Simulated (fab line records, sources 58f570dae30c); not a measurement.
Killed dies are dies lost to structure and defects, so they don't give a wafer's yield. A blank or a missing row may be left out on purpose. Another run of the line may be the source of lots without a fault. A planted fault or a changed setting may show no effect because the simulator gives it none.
A struck lot beside a sound one / flow berkeley-cmos170 / 19 out of 331 route steps
Sound: these wafers, L322.1, L322.2, L322.4. The struck wafers were L327.1, L327.4, L327.5. Last of all comes the cause.
At each step with rows: each side's tool, then ch and its chambers, then its first start. Under that, the readings that differ: sound wafers / struck wafers / difference of the means / sigmas: that difference in standard deviations of wafers without a fault.
alike: words and numbers the same on both sides, and readings whose means are apart by under 2 such deviations; not compared: readings that were withheld, readings missing a value for some wafer, numbers with overlapping values and no deviation given by the record, and bounds like >300 which may hide the same value.
The two part at a step that has a row with sigmas, a row that says differs or no value, or rows on one side only. When numbers do not overlap yet have no deviation, they are printed without sigmas and do not part them. A reading missing from all wafers of one side parts the sides only when that side holds two or more wafers.

UCB170_M1_STRIP_13: strips in O2.
  sound on plasma-asher-03 ch 0,1, day 10 08:47; struck on plasma-asher-04 ch 0,1, day 11 09:26
  alike: drypump-motor-current-A, oes-product-au
  not compared: rf-hours-counter-h
UCB170_M1_CD_MEAS_90: the cd target is 700 nm.
  sound on cd-sem-01, day 10 08:53; struck on cd-sem-02, day 11 09:32
  alike: cd-nm
then, 1 step without rows for these wafers: UCB170_M1_ANNEAL_14 (time 1200 s).
UCB170_V1_CVD_00: deposits SiO2 from TEOS/O2, target thk 2000 nm, time 250 s.
  sound on pecvd-04 ch 0,2, day 10 10:20; struck on pecvd-04 ch 0,2, day 11 12:08
  alike: heater-power-w
  not compared: since-wet-clean-h
UCB170_V1_THK_MEAS_01:
  sound on film-metro-01, day 10 10:30; struck on film-metro-01, day 11 12:18
  alike: V1_TEOS_THK
UCB170_V1_CMP_02: polishes SiO2.
  sound on cmp-01 ch 0,1,3, day 10 10:34; struck on cmp-02 ch 2,3, day 11 12:22
  alike: motor-current-A
UCB170_V1_BOW_MEAS_03:
  sound on film-metro-03, day 10 10:52; struck on film-metro-01, day 11 12:40
  alike: V1_BOW
UCB170_V1_THK_MEAS_04:
  sound on film-metro-03, day 10 10:59; struck on film-metro-01, day 11 12:47
  alike: V1_POLISHED_THK
then, 4 steps without rows for these wafers: UCB170_V1_CLEAN_05 (cleans in DIW); UCB170_V1_HMDS_06 (prime time 60 s); UCB170_V1_COAT_07 (resist thk 900 nm); UCB170_V1_SOFTBAKE_08 (time 60 s).
UCB170_V1_EXPOSE_09: exposes mask VIA1, target cd 700 nm.
  sound on krf-scanner-01 ch 0, day 10 11:48; struck on krf-scanner-02 ch 0, day 11 13:32
reading=model.V1.overlay-x-nm (nm); sound=10.07 10.07 10.07; struck=55.19 55.19 55.19; difference=+45.12; sigmas=
  alike: mask, reticle-temp-C
then, 2 steps without rows for these wafers: UCB170_V1_PEB_10; UCB170_V1_DEVELOP_11 (develop time 45 s).
UCB170_V1_CD_MEAS_12: the cd target is 700 nm.
  sound on cd-sem-01, day 10 12:11; struck on cd-sem-02, day 11 14:08
  alike: cd-nm
UCB170_V1_OVL_MEAS_13:
  sound on overlay-01, day 10 12:19; struck on overlay-01, day 11 14:27
reading=V1_OVL (nm); sound=6 3 6; struck=58 62 62; difference=+56; sigmas=+12
  not compared: hold
UCB170_V1_ETCH_14: etches SiO2 in CHF3/CF4/Ar, stops on Al, target depth 1250 nm, time 291 s.
  sound on rie-diel-02 ch 0,2,3, day 10 12:21; struck on rie-diel-04 ch 0,2, day 11 15:33
reading=hold; sound=- - -; struck=await-dispo/1.1h/release await-dispo/1.1h/release await-dispo/1.1h/release; difference=no value on the sound wafers; sigmas=
  alike: drypump-motor-current-A, oes-product-au, throttle-valve-pct
  not compared: rf-hours-counter-h
UCB170_M3_PROBE_99:
  rows exist in the record for the sound wafers here (prober-02, day 10 21:13), none for the struck ones

== WHERE THEY PART ==
First at UCB170_V1_OVL_MEAS_13; last, within this record, at UCB170_M3_PROBE_99.

WHY: what the simulator had put in
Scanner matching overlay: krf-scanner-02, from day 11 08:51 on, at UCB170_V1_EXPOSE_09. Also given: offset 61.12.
